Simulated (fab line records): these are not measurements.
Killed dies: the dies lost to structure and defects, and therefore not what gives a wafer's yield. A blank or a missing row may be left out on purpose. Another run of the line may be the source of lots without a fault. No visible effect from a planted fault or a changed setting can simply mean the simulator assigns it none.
A struck lot beside a sound one || flow berkeley cmos170 || 14 steps out of a route of 331
Sound: wafers L888.1, L888.2, L888.6. Wafers L896.3, L896.4, L896.6 were the ones struck. The cause is given at the end.
At each step with rows: each side's tool, then ch and its chambers, then its first start. Under that, the readings that differ: sound wafers || struck wafers || difference of the means || sigmas: that difference in standard deviations of wafers without a fault.
alike: a reading whose means differ by less than 2 such deviations, as well as words and numbers matching on both sides. not compared: withheld readings; readings where some wafer has no value; bounds like >300 that might hide an equal value; numbers whose values overlap and for which the record gives no deviation.
Wherever a step has rows on one side only, a row that says differs or no value, or a row with sigmas, the two part there. When numbers do not overlap yet have no deviation, they are printed without sigmas and do not part them. A reading missing from all wafers of one side parts the sides only when that side holds two or more wafers.

first, 1 step without rows for these wafers: UCB170_CONTACT_CLEAN_07 (cleans in SPM, time 600 s).
UCB170_CONTACT_RTA_08: time 10 s.
  sound on rtp anneal-02 ch 0, day 8 07:49; struck on rtp anneal-01 ch 0, day 10 05:52
{"reading": "lamp power pct (%)", "sound": "22.4 22.4 22.4", "struck": "24.0 24.0 24.0", "difference": "+1.6", "sigmas": "+2"}
  alike: wafer_temp_C_max
then, 6 steps without rows for these wafers: UCB170_CONTACT_COAT_09; UCB170_CONTACT_COAT_10 (resist thk 900 nm); UCB170_CONTACT_SOFTBAKE_11 (time 60 s); UCB170_CONTACT_EXPOSE_12 (exposes mask CONT, target cd 700 nm); UCB170_CONTACT_PEB_13; UCB170_CONTACT_DEVELOP_14 (develop time 45 s).
UCB170_CONTACT_CD_MEAS_15 targets a cd of 700 nm.
  sound on cd sem-02, day 8 09:41; struck on cd sem-01, day 10 06:55
{"reading": "cd nm (nm)", "sound": "702.5 703.2 703.6", "struck": "699.7 700.8 700.8", "difference": -2.7, "sigmas": -2}
UCB170_CONTACT_OVL_MEAS_16:
  sound on overlay-02, day 8 09:49; struck on overlay-01, day 10 07:01
  alike: CONTACT_OVL
UCB170_CONTACT_ETCH_17: etches BARC in N2/H2.
  sound on rie diel-04 ch 0,3, day 8 09:51; struck on rie diel-03 ch 1,2,3, day 10 07:02
  alike: bias w, drypump motor current A, h2 flow sccm, oes product au, throttle valve pct
UCB170_CONTACT_ETCH_18: etches PSG in CHF3/CF4/Ar, stops on TiSi2, target depth 840 nm, time 195 s.
  sound: rie diel-04 ch 0,3; struck: rie diel-03 ch 1,2,3
  alike: cf4 flow sccm, drypump motor current A, oes product au, throttle valve pct
  not compared: rf hours counter h
UCB170_CONTACT_STRIP_19: strips in O2.
  sound on plasma asher-01 ch 0,1, day 8 10:01; struck on plasma asher-02 ch 0,1, day 10 07:14
  no value came back on the struck wafers for chamber pressure mTorr (mTorr), drypump motor current A (A), oes product au (a.u.); on the sound wafers chamber pressure mTorr (mTorr) reads 3497 3500 3496
{"reading": "model.KrF_of_CONTACT_COAT_10.thk nm (nm)", "sound": "0 0 0", "struck": "694.2 693.7 697.6", "difference": "+695.2", "sigmas": ""}
  not compared: rf hours counter h
UCB170_CONTACT_CD_MEAS_90 targets a cd of 700 nm.
  sound on cd sem-02, day 8 10:11; struck on cd sem-02, day 10 07:21
  alike: cd nm

## WHERE THEY PART
First at UCB170_CONTACT_RTA_08; last, within this record, at UCB170_CONTACT_STRIP_19. Later steps at which nothing parts them and some readings are alike: UCB170_CONTACT_CD_MEAS_90.

WHY: the cause the simulator had injected
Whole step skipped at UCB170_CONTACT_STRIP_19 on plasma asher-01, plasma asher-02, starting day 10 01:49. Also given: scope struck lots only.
